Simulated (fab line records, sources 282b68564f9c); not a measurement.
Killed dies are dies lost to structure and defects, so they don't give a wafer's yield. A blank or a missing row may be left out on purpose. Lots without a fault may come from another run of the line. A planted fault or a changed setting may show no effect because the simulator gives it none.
Split-lot experiment | flow rit_cmos | 5 lots, 23 wafers read, on a route of 202 steps

THE SPLIT
At RIT_NLDD_HARDBAKE_07 (time 60 s), the setting temp_c was moved away from the recipe's 140 C on 6 of the 23 wafers read, by +1.9% to +2.9%. The other wafers ran this setting at the recipe's value.

The reading is taken at the split's own step.

THE READING
NOVOLAK_of_NLDD_COAT_01.thk_nm (the simulator's own value, which no gauge read), in nm, at RIT_NLDD_HARDBAKE_07 (time 60 s). The file gives no usual value for it. The 17 wafers here that ran the recipe average 883.1 nm, standard deviation 1.5 nm.

wafer  | tool, chamber at the split | temp_c as run, C | against the recipe | NOVOLAK_of_NLDD_COAT_01.thk_nm, nm | against lot-mates on the recipe
L078.1 | litho_track-02, 0          | 140              | recipe             | 884.2                              | -
L078.2 | litho_track-02, 0          | 140              | recipe             | 879.8                              | -
L078.3 | litho_track-02, 0          | 140              | recipe             | 883.5                              | -
L078.6 | litho_track-02, 0          | 140              | recipe             | 883.5                              | -
L078.5 | litho_track-02, 0          | 140              | recipe             | 883.9                              | -
L079.1 | litho_track-04, 0          | 144.1            | +2.9%              | 875.3                              | -5.9
L079.3 | litho_track-04, 0          | 140              | recipe             | 882.4                              | -
L079.4 | litho_track-04, 0          | 140              | recipe             | 880                                | -
L079.5 | litho_track-04, 0          | 144.1            | +2.9%              | 875.9                              | -5.3
L079.6 | litho_track-04, 0          | 144.1            | +2.9%              | 876.4                              | -4.8
L080.2 | litho_track-03, 0          | 140              | recipe             | 883                                | -
L080.3 | litho_track-03, 0          | 140              | recipe             | 883.4                              | -
L080.4 | litho_track-03, 0          | 140              | recipe             | 882.3                              | -
L080.5 | litho_track-03, 0          | 140              | recipe             | 884                                | -
L080.6 | litho_track-03, 0          | 140              | recipe             | 883.5                              | -
L083.1 | litho_track-02, 0          | 142.7            | +1.9%              | 877.6                              | -4.6
L083.3 | litho_track-02, 0          | 140              | recipe             | 883                                | -
L083.4 | litho_track-02, 0          | 142.7            | +1.9%              | 877                                | -5.2
L083.5 | litho_track-02, 0          | 142.7            | +1.9%              | 876.7                              | -5.5
L083.6 | litho_track-02, 0          | 140              | recipe             | 881.5                              | -
L085.1 | litho_track-02, 0          | 140              | recipe             | 884.2                              | -
L085.3 | litho_track-02, 0          | 140              | recipe             | 884.9                              | -
L085.5 | litho_track-02, 0          | 140              | recipe             | 885.6                              | -

THE FIT
A straight line over all 23 wafers: NOVOLAK_of_NLDD_COAT_01.thk_nm changes by -2.64 nm for each +1% of temp_c; r = -0.91; the points scatter about the line by 1.4 nm.
The same after taking each lot's own level away (the mean of its wafers on the recipe; 23 wafers): -2.05 nm for each +1%; r = -0.90; scatter 1.1 nm.
On that fit, the largest move of temp_c shifts the reading by 6 nm.
The lots' own levels span 881.20 to 884.90 nm, that is 2.5 times the standard deviation above.
So the lot-to-lot level changes the slope: the two fits differ.
Check: with one of the wafers moved furthest among these (+2.9%) left out of the fit, the line predicts -6.13 nm for it against its lot-mates. It came out at -5.9 nm against them.

OTHER SPLITS ON THESE WAFERS
These wafers also went through other splits before the reading. Each is held against what the fit with the lots' levels taken away leaves over:
other split on the same wafers   | wafers away from the commonest value | r with NOVOLAK_of_NLDD_COAT_01.thk_nm (lot level and that fit taken away)
RIT_ACTIVE_COAT_06 resist_thk_nm | 7                                    | -0.10
RIT_NRETRO_IMPLANT_08 dose_cm2   | 10                                   | -0.08
RIT_GATE_CVD_08 sih4_flow_sccm   | 15                                   | +0.09
RIT_GATE_EXPOSE_13 dose_mj       | 6                                    | -0.07

THE FILE'S OWN FIT
NOVOLAK_of_NLDD_COAT_01.thk_nm changes by -2.09 nm for each +1% of temp_c, r = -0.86.
